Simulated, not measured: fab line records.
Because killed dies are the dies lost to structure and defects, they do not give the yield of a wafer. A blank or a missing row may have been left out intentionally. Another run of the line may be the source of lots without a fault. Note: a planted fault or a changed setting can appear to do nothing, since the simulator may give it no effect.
A struck lot beside a sound one    flow berkeley cmos170    15 out of 331 route steps
Sound: these wafers, L494.1, L494.5, L494.6. Wafers struck: L501.1, L501.4, L501.5. At the end, the cause is stated.
Order at every step that has rows: each side's tool, ch and its chambers, its first start. Under that, the readings that differ: sound wafers    struck wafers    difference of the means    sigmas: that difference in standard deviations of wafers without a fault.
alike: readings with means less than 2 such deviations apart, plus words and numbers identical on both sides. not compared: withheld readings, readings lacking a value on some wafer, bounds such as >300 that could conceal the same value, and numbers that have no deviation in the record and whose values overlap.
A row with sigmas, a row that says differs or no value, or rows on one side alone: a step with any of these is where the two part. Numbers that don't overlap but have no deviation are shown without sigmas and don't part them. A reading that every wafer of one side lacks parts them only if that side has two wafers or more.

first, 2 steps without rows for these wafers: UCB170_M2_COAT_05 (resist thk 900 nm); UCB170_M2_SOFTBAKE_06 (time 60 s).
UCB170_M2_STRIP_07: strips in O2.
  sound on plasma asher-03 ch 0,1, day 8 23:17; struck on plasma asher-01 ch 0,1, day 11 00:17
  alike: drypump motor current A, oes product au, strip time to endpoint s
  not compared: rf hours counter h
then, 7 steps without rows for these wafers: UCB170_M2_STRIP_08 (strips KrF in DMSO, time 600 s); UCB170_M2_COAT_09; UCB170_M2_COAT_10 (resist thk 900 nm); UCB170_M2_SOFTBAKE_11 (time 60 s); UCB170_M2_EXPOSE_12 (exposes mask METAL2, target cd 700 nm); UCB170_M2_PEB_13; UCB170_M2_DEVELOP_14 (develop time 45 s).
UCB170_M2_CD_MEAS_15: the cd target is 700 nm.
  struck on cd sem-02, day 11 02:11; sound on cd sem-02, day 9 01:01
reading     sound              struck             difference  sigmas
cd nm (nm)  698.5 698.4 695.8  700.5 701.1 703.0  +4.0        +2
UCB170_M2_OVL_MEAS_16:
  struck on overlay-01, day 11 02:18; sound on overlay-01, day 9 01:08
  alike: M2_OVL
UCB170_M2_ETCH_17: etches BARC in N2/H2.
  sound on rie diel-03 ch 2,3, day 9 01:10; struck on rie diel-01 ch 2, day 11 02:20
reading                 sound              struck             difference  sigmas
oes product au (a.u.)   1.055 1.050 1.017  0.770 0.766 0.772  -0.271      -12
throttle valve pct (%)  13.52 13.50 13.48  13.04 13.04 13.05  -0.46       -3
  alike: drypump motor current A
UCB170_M2_METAL_ETCH_18: etches Al in Cl2/BCl3, stops on SiO2, target depth 1170 nm, time 195 s.
  sound on rie metal-02 ch 0,1, day 9 01:13; struck on rie metal-02 ch 0,1, day 11 02:28
  alike: drypump motor current A, oes product au, throttle valve pct
  not compared: rf hours counter h
following that, these wafers have no rows for 1 step: UCB170_M3_PROBE_99.

WHERE THEY PART
Earliest at UCB170_M2_CD_MEAS_15; latest, in this record, at UCB170_M2_ETCH_17. Later steps at which nothing parts them and some readings are alike: UCB170_M2_METAL_ETCH_18.

WHY: what the simulator had put in
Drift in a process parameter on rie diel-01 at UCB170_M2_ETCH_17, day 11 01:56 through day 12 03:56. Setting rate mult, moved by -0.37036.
